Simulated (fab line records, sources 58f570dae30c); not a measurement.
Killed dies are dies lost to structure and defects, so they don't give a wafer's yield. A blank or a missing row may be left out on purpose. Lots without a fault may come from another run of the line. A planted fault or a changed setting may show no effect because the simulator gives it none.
fab line records | flow berkeley_cmos170
record lots=5 wafers=23
route steps=331 shown PFIELD@86 FIELD@90 NVT@105 GATE@133 PLDD@148 PSD@178 NSD@195 BACKSIDE@202 SDANNEAL@204
start_h: hours from the record's first day to the start of the lot's first wafer shown | wait_h: hours since the lot's step before | " the same as in the row above | L1.1+2: a row that stands for several wafers | - no value, or no start given | * or withheld: withheld | < > ~ a bound
route shown NAME@n: a module of which the file shows steps, and the number in the route of the first | usual: mean/standard deviation of fault-free wafers | same: alike in all rows | chamber/n: place in a boat | sites: the reading at each site | _std_site: their standard deviation | _edge_site: outer sites' mean less inner sites' | radius_mm: how far each site lies from the wafer's centre | mask NAME#n: copy n | behind: the tool/chamber that last shaped the wafer | hold: why the lot was held/for how many hours/how that ended | device: the transistor (n, p or np) that didn't switch | end of line: the same wafers' tests at the end of the route | a step without rows: its recipe alone | killed: dies lost to structure and defects at the first sort, not the wafer's yield | map: a wafer's dies, x killed, . not, _ none there
set.NAME: the setting as run; set.NAME@STEP: as run at that earlier step | model.NAME: the simulator's own value behind a step, which no gauge read
lots whose settings were changed on purpose; a table a step, a row a wafer
## steps
# step UCB170_PFIELD_IMPLANT_07
# recipe species=B dose_cm2=2e+13 energy_kev=80 tilt_deg=7
# columns lot.wafer tool chamber start_h wait_h set.dose_cm2
L079.1+3+4 implanter-02 0 123.71 0.0 2e+13
L078.1+6 implanter-04 0 124.06 0.0 1.889e+13
L078.2+4+5 " 0 " " 2e+13
L081.1+2 implanter-02 0 127.77 0.0 2e+13
L081.4+5+6 " 0 " " 2.113e+13
L083.1+2+4 implanter-02 0 144.22 0.0 1.952e+13
L083.3+6 " 0 " " 2e+13
L084.1+2+4+5+6 implanter-01 0 145.01 0.0 2e+13
# step UCB170_PFIELD_STRIP_08
# recipe chemistry=O2 power_w=400 pressure_mtorr=3500 platen_temp_c=withheld o2_flow_sccm=400 overash_fraction=0.5
# step UCB170_PFIELD_TW_MEAS_09
# usual PFIELD_TW=604/5.1
# columns lot.wafer tool chamber start_h wait_h set.dose_cm2@PFIELD_IMPLANT_07 PFIELD_TW
L079.1 film_metro-01 - 123.96 0.1 2e+13 602
L079.3 " - " " 2e+13 603
L079.4 " - " " 2e+13 597
L078.1 film_metro-01 - 124.31 0.1 1.889e+13 590
L078.2 " - " " 2e+13 598
L078.4 " - " " 2e+13 599
L078.5 " - " " 2e+13 600
L078.6 " - " " 1.889e+13 587
L081.1 film_metro-02 - 128.02 0.1 2e+13 607
L081.2 " - " " 2e+13 607
L081.4 " - " " 2.113e+13 622
L081.5 " - " " 2.113e+13 619
L081.6 " - " " 2.113e+13 619
L083.1 film_metro-02 - 144.47 0.1 1.952e+13 595
L083.2 " - " " 1.952e+13 597
L083.3 " - " " 2e+13 602
L083.4 " - " " 1.952e+13 597
L083.6 " - " " 2e+13 599
L084.1 film_metro-03 - 145.26 0.1 2e+13 607
L084.2 " - " " 2e+13 605
L084.4 " - " " 2e+13 607
L084.5 " - " " 2e+13 608
L084.6 " - " " 2e+13 605
# step UCB170_FIELD_OXIDATION_01
# recipe temp_c=1000 ambient=H2O p_h2o_torr=584.62 target_thk_a=5583 ox_time_s=7200
# columns lot.wafer tool chamber start_h wait_h set.temp_c model.SiO2_of_FIELD_OXIDATION_01.thk_nm
L078.1 - - - 2.7 1014 594.9
L078.2 " - " " 1014 601.9
L078.4 " - " " 1014 600.8
L078.5 " - " " 1014 599.8
L078.6 " - " " 1014 615.8
L079.1 furnace-01 0 127.06 3.0 1000 573.1
L079.3 " 0 " " 1000 563.6
L079.4 " 0 " " 1000 575
L081.1 - - - 8.4 1013 590.8
L081.2 " - " " 1013 588.9
L081.4 " - " " 1013 594
L081.5 " - " " 1013 601.1
L081.6 " - " " 1013 593.5
L083.1 - - - 5.0 1000 544.1
L083.2 " - " " 1000 545.3
L083.3 " - " " 1000 537
L083.4 " - " " 1000 541.9
L083.6 " - " " 1000 548.2
L084.1 - - - 4.2 1000 563.5
L084.2 " - " " 1000 560.1
L084.4 " - " " 1000 556
L084.5 " - " " 1000 563.7
L084.6 " - " " 1000 561.7
# step UCB170_NVT_COAT_01
# recipe resist=KrF spin_rpm=1500 resist_thk_nm=900
# columns lot.wafer tool chamber start_h wait_h set.resist_thk_nm model.KrF_of_NVT_COAT_01.thk_nm
L078.1 litho_track-02 0 168.02 0.1 900 894.5
L078.2 " 0 " " 900 894.1
L078.4 " 0 " " 848.4 844.7
L078.5 " 0 " " 848.4 842.7
L078.6 " 0 " " 848.4 843.5
L079.1 litho_track-04 0 168.02 0.1 900 900.1
L079.3 " 0 " " 900 904.9
L079.4 " 0 " " 900 901.7
L083.1 litho_track-04 0 176.83 0.1 877.6 877.2
L083.2 " 0 " " 900 897.5
L083.3 " 0 " " 900 899.3
L083.4 " 0 " " 877.6 874.7
L083.6 " 0 " " 900 899.2
L081.1 litho_track-02 0 176.85 0.1 900 896.4
L081.2 " 0 " " 900 899.5
L081.4 " 0 " " 934.3 931.2
L081.5 " 0 " " 934.3 930.7
L081.6 " 0 " " 900 896.9
L084.1 litho_track-03 0 177.23 0.1 900 897.9
L084.2 " 0 " " 900 897.8
L084.4 " 0 " " 900 898.2
L084.5 " 0 " " 866.7 865.2
L084.6 " 0 " " 866.7 868.1
# step UCB170_NVT_SOFTBAKE_02
# recipe resist=KrF temp_c=130 time_s=60
# step UCB170_NVT_EXPOSE_03
# recipe mask_id=PWELL target_cd_nm=3000 na=0.5 sigma_outer=0.6 source_shape=conventional dose_mj=30
# step UCB170_NVT_IMPLANT_07
# recipe species=BF2 dose_cm2=3e+12 energy_kev=50.97 tilt_deg=7
# step UCB170_NVT_STRIP_08
# recipe chemistry=O2 power_w=400 pressure_mtorr=3500 platen_temp_c=withheld o2_flow_sccm=400 overash_fraction=0.5
# usual strip_time_to_endpoint_s=21.61/0.061
# columns lot.wafer tool chamber start_h wait_h set.resist_thk_nm@NVT_COAT_01 strip_time_to_endpoint_s
L078.1 plasma_asher-04 1 169.33 0.1 900 21.49
L078.2 " 0 " " 900 21.48
L078.4 " 1 " " 848.4 20.31
L078.5 " 1 " " 848.4 20.27
L078.6 " 0 " " 848.4 20.28
L079.1 plasma_asher-03 0 169.60 0.1 900 21.62
L079.3 " 0 " " 900 21.73
L079.4 " 1 " " 900 21.67
L083.1 plasma_asher-03 1 178.29 0.1 877.6 21.07
L083.2 " 0 " " 900 21.57
L083.3 " 0 " " 900 21.60
L083.4 " 1 " " 877.6 21.04
L083.6 " 0 " " 900 21.62
L081.1 plasma_asher-04 1 178.31 0.1 900 21.54
L081.2 " 0 " " 900 21.61
L081.4 " 1 " " 934.3 22.37
L081.5 " 0 " " 934.3 22.36
L081.6 " 1 " " 900 21.55
L084.1 plasma_asher-01 0 178.54 0.1 900 21.56
L084.2 " 1 " " 900 21.58
L084.4 " 1 " " 900 21.58
L084.5 " 1 " " 866.7 20.80
L084.6 " 0 " " 866.7 20.86
# step UCB170_GATE_COAT_07
# recipe resist=KrF spin_rpm=1500 resist_thk_nm=900
# columns lot.wafer tool chamber start_h wait_h set.spin_rpm model.KrF_of_GATE_COAT_07.thk_nm
L078.1 litho_track-01 0 - - 1412 924.2
L078.2 " 0 " " 1412 925.1
L078.4 " 0 " " 1412 928.1
L078.5 " 0 " " 1500 900.2
L078.6 " 0 " " 1500 901.7
L079.1 litho_track-03 0 - - 1500 899.8
L079.3 " 0 " " 1500 901.7
L079.4 " 0 " " 1500 903.5
L083.1 litho_track-03 0 - - 1500 901.4
L083.2 " 0 " " 1430 923.4
L083.3 " 0 " " 1430 923.8
L083.4 " 0 " " 1500 899.2
L083.6 " 0 " " 1500 902.9
L081.1 litho_track-01 0 - - 1393 929.2
L081.2+4 " 0 " " 1393 931.8
L081.5 " 0 " " 1500 896.9
L081.6 " 0 " " 1500 900
L084.1 litho_track-03 0 - - 1500 902.7
L084.2 " 0 " " 1500 903.1
L084.4+6 " 0 " " 1500 902.5
L084.5 " 0 " " 1500 907.3
# step UCB170_GATE_SOFTBAKE_08
# recipe resist=KrF temp_c=130 time_s=60
# step UCB170_GATE_EXPOSE_09
# recipe mask_id=POLY target_cd_nm=350 na=0.5 sigma_outer=0.6 source_shape=conventional dose_mj=21
# step UCB170_GATE_ETCH_14
# recipe chemistry=N2/H2 target_depth_a=withheld overetch_a=withheld target=BARC time_s=withheld source_w=500 bias_w=100 pressure_mtorr=30 n2_flow_sccm=100 h2_flow_sccm=200
# step UCB170_GATE_ETCH_15
# recipe chemistry=HBr/Cl2 target=poly-Si stop_on=SiO2 over_etch_frac=0.3 icp_w=300 bias_w=150 time_s=56.3 pressure_mtorr=15 HBr_flow_sccm=150 Cl2_flow_sccm=50 target_depth_a=2782
# columns lot.wafer tool chamber start_h wait_h set.spin_rpm@GATE_COAT_07 model.KrF_of_GATE_COAT_07.thk_nm
L078.1 rie_si-02 0 184.85 - 1412 801
L078.2 " 3 " " 1412 800.6
L078.4 " 1 " " 1412 800.7
L078.5 " 3 " " 1500 777
L078.6 " 2 " " 1500 778.7
L079.1 rie_si-01 3 185.09 - 1500 777.6
L079.3 " 2 " " 1500 780.1
L079.4 " 1 " " 1500 781.1
L083.1 rie_si-01 0 190.96 - 1500 779.2
L083.2 " 2 " " 1430 801.5
L083.3 " 3 " " 1430 801.7
L083.4 " 1 " " 1500 777.3
L083.6 " 3 " " 1500 780.2
L081.1 rie_si-02 2 191.00 - 1393 806.3
L081.2 " 1 " " 1393 804
L081.4 " 3 " " 1393 807.8
L081.5 " 3 " " 1500 773.5
L081.6 " 0 " " 1500 775.9
L084.1+4+6 rie_si-02 2,3,3 194.96 - 1500 779.2
L084.2 " 1 " " 1500 776.3
L084.5 " 2 " " 1500 784.1
# step UCB170_PLDD_EXPOSE_03
# recipe mask_id=PSELECT na=0.5 sigma_outer=0.6 source_shape=conventional target_cd_nm=1200 dose_mj=30
# columns lot.wafer tool chamber start_h wait_h mask set.dose_mj
L078.1+2+6 krf_scanner-01 0 186.82 0.2 PSELECT#0 30
L078.4+5 " 0 " " PSELECT#0 31.6
L079.1+3+4 krf_scanner-01 0 186.97 0.1 PSELECT#0 30
L083.1+2+3 krf_scanner-02 0 192.02 0.2 PSELECT#0 29.11
L083.4+6 " 0 " " PSELECT#0 30
L081.1+4 krf_scanner-02 0 192.21 0.1 PSELECT#0 32.25
L081.2+5+6 " 0 " " PSELECT#0 30
L084.1+2+4+5+6 krf_scanner-02 0 196.05 0.1 PSELECT#0 30
# step UCB170_PLDD_PEB_04
# recipe peb_temp_c=130 peb_time_s=withheld resist=KrF
# step UCB170_PLDD_DEVELOP_05
# recipe developer=TMAH develop_time_s=45 resist=KrF dev_temp_c=21
# step UCB170_PLDD_CD_MEAS_06
# recipe target_cd_nm=1200
# usual cd_nm=1199.2/1
# columns lot.wafer tool chamber start_h wait_h set.dose_mj@PLDD_EXPOSE_03 cd_nm
L078.1 cd_sem-02 - 187.33 - 30 1199.6
L078.2 " - " " 30 1200.2
L078.4 " - " " 31.6 1210.6
L078.5 " - " " 31.6 1210.0
L078.6 " - " " 30 1200.7
L079.1 cd_sem-02 - 187.57 - 30 1199.4
L079.3 " - " " 30 1198.6
L079.4 " - " " 30 1198.8
L083.1 cd_sem-02 - 193.21 - 29.11 1193.2
L083.2 " - " " 29.11 1194.9
L083.3 " - " " 29.11 1193.5
L083.4 " - " " 30 1199.7
L083.6 " - " " 30 1199.2
L081.1 cd_sem-01 - 193.31 - 32.25 1213.2
L081.2 " - " " 30 1200.7
L081.4 " - " " 32.25 1212.6
L081.5 " - " " 30 1200.8
L081.6 " - " " 30 1199.3
L084.1 cd_sem-02 - 196.44 - 30 1197.7
L084.2 " - " " 30 1199.5
L084.4 " - " " 30 1199.2
L084.5 " - " " 30 1198.0
L084.6 " - " " 30 1198.0
# step UCB170_PLDD_IMPLANT_09
# recipe species=BF2 dose_cm2=5e+13 energy_kev=10 tilt_deg=7 rotation_deg=180
# columns lot.wafer tool chamber start_h wait_h set.energy_kev model.implant.rp_nm model.implant.drp_nm
L078.1+2+5 implanter-02 0 187.64 0.1 9.492 9.755 5.791
L078.4+6 " 0 " " 10 10.15 6.005
L079.1+3+4 implanter-03 0 187.88 0.1 10 10.34 6.005
L083.1+3+4 implanter-03 0 193.51 0.1 10.15 10.03 6.067
L083.2+6 " 0 " " 10 9.92 6.005
L081.1+2+4+5+6 implanter-01 0 193.61 0.1 10 10.03 6.005
L084.1+5+6 implanter-02 0 196.75 0.1 10 9.973 6.005
L084.2+4 " 0 " " 10.25 10.16 6.108
# step UCB170_PSD_EXPOSE_03
# recipe mask_id=PSELECT_MOD na=0.5 sigma_outer=0.6 source_shape=conventional target_cd_nm=1200 dose_mj=30
# columns lot.wafer tool chamber start_h wait_h mask set.dose_mj
L078.1+2+4+5+6 krf_scanner-02 0 196.38 0.1 PSELECT_MOD#0 30
L079.1+3+4 krf_scanner-02 0 196.50 0.2 PSELECT_MOD#0 30
L081.1+4+5 krf_scanner-02 0 200.62 0.4 PSELECT_MOD#0 30
L081.2+6 " 0 " " PSELECT_MOD#0 28.32
L083.1+2+4 krf_scanner-01 0 200.86 0.5 PSELECT_MOD#0 30
L083.3+6 " 0 " " PSELECT_MOD#0 28.48
L084.1+2+6 krf_scanner-02 0 205.69 0.1 PSELECT_MOD#0 30
L084.4+5 " 0 " " PSELECT_MOD#0 31.6
# step UCB170_PSD_PEB_04
# recipe peb_temp_c=129 peb_time_s=withheld resist=KrF
# step UCB170_PSD_DEVELOP_05
# recipe developer=TMAH develop_time_s=45 resist=KrF dev_temp_c=21
# step UCB170_PSD_CD_MEAS_06
# recipe target_cd_nm=1200
# usual cd_nm=1200.4/1.4
# columns lot.wafer tool chamber start_h wait_h set.dose_mj@PSD_EXPOSE_03 cd_nm
L078.1 cd_sem-01 - 196.77 - 30 1200.5
L078.2 " - " " 30 1200.6
L078.4 " - " " 30 1199.8
L078.5 " - " " 30 1199.6
L078.6 " - " " 30 1198.3
L079.1 cd_sem-02 - 196.89 - 30 1200.3
L079.3 " - " " 30 1200.3
L079.4 " - " " 30 1200.6
L081.1 cd_sem-02 - 201.01 - 30 1200.1
L081.2 " - " " 28.32 1190.6
L081.4 " - " " 30 1200.8
L081.5 " - " " 30 1201.1
L081.6 " - " " 28.32 1190.3
L083.1 cd_sem-01 - 201.29 - 30 1200.1
L083.2 " - " " 30 1201.9
L083.3 " - " " 28.48 1192.6
L083.4 " - " " 30 1201.1
L083.6 " - " " 28.48 1192.9
L084.1 cd_sem-01 - 206.08 - 30 1201.1
L084.2 " - " " 30 1201.6
L084.4 " - " " 31.6 1209.7
L084.5 " - " " 31.6 1210.9
L084.6 " - " " 30 1202.0
# step UCB170_NSD_IMPLANT_08
# recipe species=P dose_cm2=3e+15 energy_kev=40 tilt_deg=7
# columns lot.wafer tool chamber start_h wait_h set.energy_kev model.implant.rp_nm model.implant.drp_nm
L079.1+3+4 implanter-03 0 199.26 0.0 40 47.39 21.16
L078.1+2+4+5+6 implanter-01 0 199.28 0.0 40 49.41 21.16
L081.1+5+6 implanter-03 0 204.14 0.0 40 47.38 21.16
L081.2+4 " 0 " " 37.71 44.72 20.12
L083.1+2+3+4+6 implanter-01 0 204.54 0.0 40 49.8 21.16
L084.1+4 implanter-04 0 207.88 0.0 41.3 49.44 21.74
L084.2+5+6 " 0 " " 40 47.91 21.16
# step UCB170_NSD_STRIP_09
# recipe chemistry=O2 power_w=400 pressure_mtorr=3500 platen_temp_c=withheld o2_flow_sccm=400 overash_fraction=0.5
# usual strip_time_to_endpoint_s=35.79/0.074
# columns lot.wafer tool chamber start_h wait_h set.energy_kev@NSD_IMPLANT_08 strip_time_to_endpoint_s
L079.1 plasma_asher-03 1 199.41 0.1 40 35.77
L079.3 " 1 " " 40 35.75
L079.4 " 0 " " 40 35.80
L078.1 plasma_asher-02 0 199.43 0.1 40 35.80
L078.2 " 1 " " 40 35.78
L078.4 " 0 " " 40 35.74
L078.5 " 1 " " 40 35.81
L078.6 " 0 " " 40 35.80
L081.1 plasma_asher-02 1 204.29 0.1 40 35.82
L081.2 " 0 " " 37.71 35.04
L081.4 " 0 " " 37.71 34.99
L081.5 " 1 " " 40 35.77
L081.6 " 0 " " 40 35.80
L083.1 plasma_asher-04 1 204.69 0.1 40 35.93
L083.2 " 0 " " 40 35.85
L083.3 " 0 " " 40 35.88
L083.4 " 1 " " 40 35.84
L083.6 " 0 " " 40 35.91
L084.1 plasma_asher-03 0 208.03 0.1 41.3 36.19
L084.2 " 1 " " 40 35.82
L084.4 " 0 " " 41.3 36.30
L084.5 " 0 " " 40 35.74
L084.6 " 1 " " 40 35.66
# step UCB170_NSD_TW_MEAS_10
# usual NSD_TW=4195/25
# columns lot.wafer tool chamber start_h wait_h set.energy_kev@NSD_IMPLANT_08 NSD_TW
L079.1 film_metro-04 - 199.51 0.1 40 4177
L079.3 " - " " 40 4181
L079.4 " - " " 40 4174
L078.1 film_metro-01 - 199.53 0.1 40 4185
L078.2 " - " " 40 4179
L078.4 " - " " 40 4209
L078.5 " - " " 40 4190
L078.6 " - " " 40 4200
L081.1 film_metro-04 - 204.39 0.1 40 4181
L081.2 " - " " 37.71 4117
L081.4 " - " " 37.71 4101
L081.5 " - " " 40 4170
L081.6 " - " " 40 4161
L083.1 film_metro-01 - 204.79 0.1 40 4219
L083.2 " - " " 40 4201
L083.3 " - " " 40 4198
L083.4 " - " " 40 4194
L083.6 " - " " 40 4197
L084.1 film_metro-01 - 208.13 0.1 41.3 4219
L084.2 " - " " 40 4171
L084.4 " - " " 41.3 4208
L084.5 " - " " 40 4163
L084.6 " - " " 40 4187
# step UCB170_BACKSIDE_STRIP_03
# recipe chemistry=O2 power_w=400 pressure_mtorr=3500 platen_temp_c=withheld o2_flow_sccm=400 overash_fraction=0.5
# usual oes_product_au=0.735/0.0055 strip_time_to_endpoint_s=21.94/0.05
# columns lot.wafer tool chamber start_h wait_h set.power_w oes_product_au strip_time_to_endpoint_s
L079.1 plasma_asher-02 1 201.25 0.1 400 0.735 21.98
L079.3 " 0 " " 400 0.731 21.97
L079.4 " 1 " " 400 0.736 22.02
L078.1 plasma_asher-01 1 201.30 0.1 365.6 0.700 23.52
L078.2 " 0 " " 400 0.743 22.01
L078.4 " 0 " " 365.6 0.702 23.53
L078.5 " 1 " " 400 0.734 22.02
L078.6 " 0 " " 365.6 0.701 23.46
L081.1 plasma_asher-01 1 205.07 0.1 400 0.742 21.98
L081.2 " 0 " " 400 0.739 22.03
L081.4 " 1 " " 400 0.730 21.94
L081.5 " 0 " " 370.7 0.706 23.26
L081.6 " 1 " " 370.7 0.714 23.27
L083.1 plasma_asher-02 0 205.47 0.1 413.3 0.759 21.42
L083.2 " 1 " " 413.3 0.744 21.47
L083.3 " 1 " " 400 0.739 21.94
L083.4 " 0 " " 400 0.740 21.97
L083.6 " 1 " " 413.3 0.753 21.43
L084.1 plasma_asher-03 1 208.96 0.1 400 0.729 21.94
L084.2 " 0 " " 400 0.732 22.00
L084.4 " 1 " " 400 0.727 21.95
L084.5 " 0 " " 400 0.736 21.92
L084.6 " 1 " " 400 0.736 21.96
# step UCB170_BACKSIDE_CLEAN_04
# recipe chemistry=SPM temp_c=120 time_s=600
# step UCB170_SDANNEAL_RTA_00
# recipe temp_c=900 time_s=9.855 ambient=N2
# step UCB170_SDANNEAL_RTA_01
# recipe temp_c=1050 time_s=5 ambient=N2
# step UCB170_SDANNEAL_RS_MEAS_03
# recipe thk_meas_gauge=four-point-probe
# usual NSD_RS=37.30/0.068
# columns lot.wafer tool chamber start_h wait_h set.energy_kev@NSD_IMPLANT_08 NSD_RS[ohm/sq]
L078.1 film_metro-04 - 203.23 0.1 40 37.36
L078.2 " - " " 40 37.39
L078.4 " - " " 40 37.38
L078.5 " - " " 40 37.39
L078.6 " - " " 40 37.38
L079.1 film_metro-01 - 203.23 0.1 40 37.35
L079.3 " - " " 40 37.27
L079.4 " - " " 40 37.28
L081.1 film_metro-03 - 205.60 0.1 40 37.29
L081.2 " - " " 37.71 37.99
L081.4 " - " " 37.71 38.08
L081.5 " - " " 40 37.22
L081.6 " - " " 40 37.41
L083.1 film_metro-01 - 205.99 0.1 40 37.24
L083.2 " - " " 40 37.28
L083.3 " - " " 40 37.22
L083.4 " - " " 40 37.31
L083.6 " - " " 40 37.14
L084.1 film_metro-04 - 209.48 0.1 41.3 37.02
L084.2 " - " " 40 37.33
L084.4 " - " " 41.3 36.95
L084.5 " - " " 40 37.29
L084.6 " - " " 40 37.46
## key
split step=UCB170_PFIELD_IMPLANT_07 setting=dose_cm2 stated=2e+13 by=wafer
response step=UCB170_PFIELD_TW_MEAS_09 reading=PFIELD_TW change=+2.06 per=1% r=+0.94
split step=UCB170_FIELD_OXIDATION_01 setting=temp_c stated=1000 by=lot
response step=UCB170_FIELD_OXIDATION_01 reading=model.SiO2_of_FIELD_OXIDATION_01.thk_nm change=+31.1 per=1% r=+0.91
split step=UCB170_NVT_COAT_01 setting=resist_thk_nm stated=900 by=wafer
response step=UCB170_NVT_COAT_01 reading=model.KrF_of_NVT_COAT_01.thk_nm change=+8.77 per=1% r=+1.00
response step=UCB170_NVT_STRIP_08 reading=strip_time_to_endpoint_s change=* per=1% r=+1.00
split step=UCB170_GATE_COAT_07 setting=spin_rpm stated=1500 by=wafer
response step=UCB170_GATE_COAT_07 reading=model.KrF_of_GATE_COAT_07.thk_nm change=-4.5 per=1% r=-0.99
response step=UCB170_GATE_ETCH_15 reading=model.KrF_of_GATE_COAT_07.thk_nm change=-4.33 per=1% r=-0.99
split step=UCB170_PLDD_EXPOSE_03 setting=dose_mj stated=30 by=wafer
response step=UCB170_PLDD_CD_MEAS_06 reading=cd_nm change=+1.77 per=1% r=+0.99
split step=UCB170_PLDD_IMPLANT_09 setting=energy_kev stated=10 by=wafer
response step=UCB170_PLDD_IMPLANT_09 reading=model.implant.rp_nm change=+0.0764 per=1% r=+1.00
response step=UCB170_PLDD_IMPLANT_09 reading=model.implant.drp_nm change=+0.0419 per=1% r=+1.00
split step=UCB170_PSD_EXPOSE_03 setting=dose_mj stated=30 by=wafer
response step=UCB170_PSD_CD_MEAS_06 reading=cd_nm change=+1.7 per=1% r=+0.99
split step=UCB170_NSD_IMPLANT_08 setting=energy_kev stated=40 by=wafer
response step=UCB170_NSD_IMPLANT_08 reading=model.implant.rp_nm change=+0.466 per=1% r=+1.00
response step=UCB170_NSD_IMPLANT_08 reading=model.implant.drp_nm change=+0.18 per=1% r=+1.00
response step=UCB170_NSD_STRIP_09 reading=strip_time_to_endpoint_s change=* per=1% r=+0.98
response step=UCB170_NSD_TW_MEAS_10 reading=NSD_TW change=+11.1 per=1% r=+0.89
response step=UCB170_SDANNEAL_RS_MEAS_03 reading=NSD_RS change=-0.125 per=1% r=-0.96
split step=UCB170_BACKSIDE_STRIP_03 setting=power_w stated=400 by=wafer
response step=UCB170_BACKSIDE_STRIP_03 reading=oes_product_au change=+0.00402 per=1% r=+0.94
response step=UCB170_BACKSIDE_STRIP_03 reading=strip_time_to_endpoint_s change=* per=1% r=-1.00
